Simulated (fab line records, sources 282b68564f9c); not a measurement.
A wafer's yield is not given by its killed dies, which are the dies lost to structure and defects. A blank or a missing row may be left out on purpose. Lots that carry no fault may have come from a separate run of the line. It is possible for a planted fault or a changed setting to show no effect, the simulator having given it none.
Which tool was responsible? || flow ritCmos || route of 202 steps, sampled at 1 step: 14 lots, 42 wafers

== WHAT THE GAUGES SHOWED, per wafer ==
Not one reading of a measure or inspect step in the record can be checked against a usual standard deviation.

== WHICH TOOL RAN EACH LOT (tool, then ch and the chambers of the sampled wafers, then the start) ==
{"lot": "L819", "RIT_PSD_HMDS_00": "lithoTrack-02 ch 0, day 3 00:50"}
{"lot": "L820", "RIT_PSD_HMDS_00": "lithoTrack-03 ch 0, day 3 05:58"}
{"lot": "L821", "RIT_PSD_HMDS_00": "lithoTrack-02 ch 0, day 3 12:29"}
{"lot": "L822", "RIT_PSD_HMDS_00": "lithoTrack-03 ch 0, day 3 15:10"}
{"lot": "L824", "RIT_PSD_HMDS_00": "lithoTrack-02 ch 0, day 4 01:08"}
{"lot": "L826", "RIT_PSD_HMDS_00": "lithoTrack-04 ch 0, day 4 11:50"}
{"lot": "L828", "RIT_PSD_HMDS_00": "lithoTrack-04 ch 0, day 4 21:46"}
{"lot": "L830", "RIT_PSD_HMDS_00": "lithoTrack-02 ch 0, day 5 07:32"}
{"lot": "L831", "RIT_PSD_HMDS_00": "lithoTrack-03 ch 0, day 5 10:47"}
{"lot": "L834", "RIT_PSD_HMDS_00": "lithoTrack-03 ch 0, day 6 02:07"}
{"lot": "L835", "RIT_PSD_HMDS_00": "lithoTrack-03 ch 0, day 6 07:16"}
{"lot": "L837", "RIT_PSD_HMDS_00": "lithoTrack-03 ch 0, day 6 17:29"}
{"lot": "L838", "RIT_PSD_HMDS_00": "lithoTrack-03 ch 0, day 6 21:49"}
{"lot": "L841", "RIT_PSD_HMDS_00": "lithoTrack-03 ch 0, day 7 13:08"}
- RIT_PSD_HMDS_00: prime time 60 s.

== AS READ BY THE TOOLS THEMSELVES (means over the sampled wafers that have a number; for cases with no such wafer, the mark the record gives instead) ==
RIT_PSD_HMDS_00. Usual: primeTempC 139.97 C, standard deviation 0.14; resistLineTempC 22.97 C, standard deviation 0.11.
{"lot": "L819", "tool": "lithoTrack-02", "primeTempC (C)": 140.07, "resistLineTempC (C)": 22.90, "flag": ""}
{"lot": "L820", "tool": "lithoTrack-03", "primeTempC (C)": 140.04, "resistLineTempC (C)": 23.07, "flag": ""}
{"lot": "L821", "tool": "lithoTrack-02", "primeTempC (C)": 139.89, "resistLineTempC (C)": 22.97, "flag": ""}
{"lot": "L822", "tool": "lithoTrack-03", "primeTempC (C)": 139.89, "resistLineTempC (C)": 23.06, "flag": ""}
{"lot": "L824", "tool": "lithoTrack-02", "primeTempC (C)": 142.55, "resistLineTempC (C)": 22.94, "flag": "OFF"}
{"lot": "L826", "tool": "lithoTrack-04", "primeTempC (C)": 139.89, "resistLineTempC (C)": 23.02, "flag": ""}
{"lot": "L828", "tool": "lithoTrack-04", "primeTempC (C)": 140.11, "resistLineTempC (C)": 23.00, "flag": ""}
{"lot": "L830", "tool": "lithoTrack-02", "primeTempC (C)": 142.63, "resistLineTempC (C)": 23.02, "flag": "OFF"}
{"lot": "L831", "tool": "lithoTrack-03", "primeTempC (C)": 140.02, "resistLineTempC (C)": 23.10, "flag": ""}
{"lot": "L834", "tool": "lithoTrack-03", "primeTempC (C)": 139.83, "resistLineTempC (C)": 23.02, "flag": ""}
{"lot": "L835", "tool": "lithoTrack-03", "primeTempC (C)": 140.02, "resistLineTempC (C)": 22.86, "flag": ""}
{"lot": "L837", "tool": "lithoTrack-03", "primeTempC (C)": 139.97, "resistLineTempC (C)": 22.93, "flag": ""}
{"lot": "L838", "tool": "lithoTrack-03", "primeTempC (C)": 139.98, "resistLineTempC (C)": 22.94, "flag": ""}
{"lot": "L841", "tool": "lithoTrack-03", "primeTempC (C)": 139.97, "resistLineTempC (C)": 23.17, "flag": ""}

== THE ANSWER, worked out from the rows above alone ==
Rule: a lot is off if the mean of its wafers that have a number lies more than 3 standard deviations from the usual mean. Also off: a lot with no number at a reading for which 4 or more lots have one. Any other lot the step has rows for is counted as sound. The gauges are gone through in route order, then the tools' own readings, and for those a lot's mean is taken as printed above. The first step at which some lot is off is used, and at that step the reading that is off furthest; a lot without a number counts as furthest.
Off, at RIT_PSD_HMDS_00 on primeTempC: L824, L830.
If a tool, at that step or one of the process steps before it, ran each lot that is off and ran no sound lot following the first of them, it fits. One candidate fits, namely lithoTrack-02 at RIT_PSD_HMDS_00. A fault onset in the window from L821 (day 3 12:29, its last sound lot) to L824 (day 4 01:08, its first lot off) fits.
The tool's own readings at RIT_PSD_HMDS_00 bear it out: on the lots that are off they differ by more than 5 times the standard deviation of the sound lots' means. primeTempC reads 142.59 C there against 139.97 C on the sound lots.

== WHAT THE SIMULATOR PUT IN ==
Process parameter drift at RIT_PSD_HMDS_00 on lithoTrack-02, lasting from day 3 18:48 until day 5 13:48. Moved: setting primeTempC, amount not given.
Struck lots among those shown: L824, L830. The rule above found the same.
